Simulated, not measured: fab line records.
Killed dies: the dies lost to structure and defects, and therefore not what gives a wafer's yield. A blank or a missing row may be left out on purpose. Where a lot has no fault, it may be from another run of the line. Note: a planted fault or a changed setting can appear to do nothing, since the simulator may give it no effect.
Which tool is to blame?	flow berkeley_cmos170	Sampling: 7 lots, 21 wafers, 2 of 331 route steps

## WHAT THE GAUGES READ, wafer by wafer
UCB170_NLDD_TW_MEAS_11.
lot	measured	on	NLDD_TW
L842	day 6 20:41	film_metro-03	2208 2213 2191
L848	day 7 16:45	film_metro-01	2224 2232 2246
L850	day 8 08:01	film_metro-04	2209 2219 2201
L852	day 8 08:56	film_metro-01	2219 2225 2212
L854	day 9 00:54	film_metro-03	2172 2192 2193
L862	day 10 04:54	film_metro-01	2489 2476 2472 2480 2478 2471
L865	day 11 14:28	film_metro-03	2203 2203 2206

## WHAT TOOL EACH LOT RAN ON (gives the tool, then ch and the chambers of the sampled wafers, and finally the start)
lot	UCB170_NLDD_IMPLANT_09
L842	implanter-03 ch 0, day 6 20:28
L848	implanter-03 ch 0, day 7 16:30
L850	implanter-01 ch 0, day 8 07:49
L852	implanter-01 ch 0, day 8 08:41
L854	implanter-03 ch 0, day 9 00:39
L862	implanter-03 ch 0, day 10 04:21
L865	implanter-04 ch 0, day 11 14:14
- UCB170_NLDD_IMPLANT_09

## THE ANSWER, worked out from the rows above alone
Rule: usual is defined by the lots themselves. The widest of any qualifying gaps counts: lots, ordered by their means at a reading, are off when they make up no more than a third of the lots, leave a main group of 4 or more, and stand apart from it by 3 or more times the standard deviation of that group's means. A main group whose means are all the same, to the digits that the tables above print for the reading, isn't used. Also off: a lot with no number at a reading for which 4 or more lots have one. The other lots that the step has rows for count as sound.
Off: L862, at UCB170_NLDD_TW_MEAS_11 (NLDD_TW). Mean 2209 and standard deviation 15 in the main group.
A tool fits if, at a process step before that reading, it ran every lot that is off, and no sound lot after the first of them. The gauges at UCB170_NLDD_TW_MEAS_11 are tried like those tools. 2 tools fit, implanter-03 at UCB170_NLDD_IMPLANT_09 and film_metro-01 at UCB170_NLDD_TW_MEAS_11, so this cannot tell which one it is.

## WHAT WAS PUT IN BY THE SIMULATOR
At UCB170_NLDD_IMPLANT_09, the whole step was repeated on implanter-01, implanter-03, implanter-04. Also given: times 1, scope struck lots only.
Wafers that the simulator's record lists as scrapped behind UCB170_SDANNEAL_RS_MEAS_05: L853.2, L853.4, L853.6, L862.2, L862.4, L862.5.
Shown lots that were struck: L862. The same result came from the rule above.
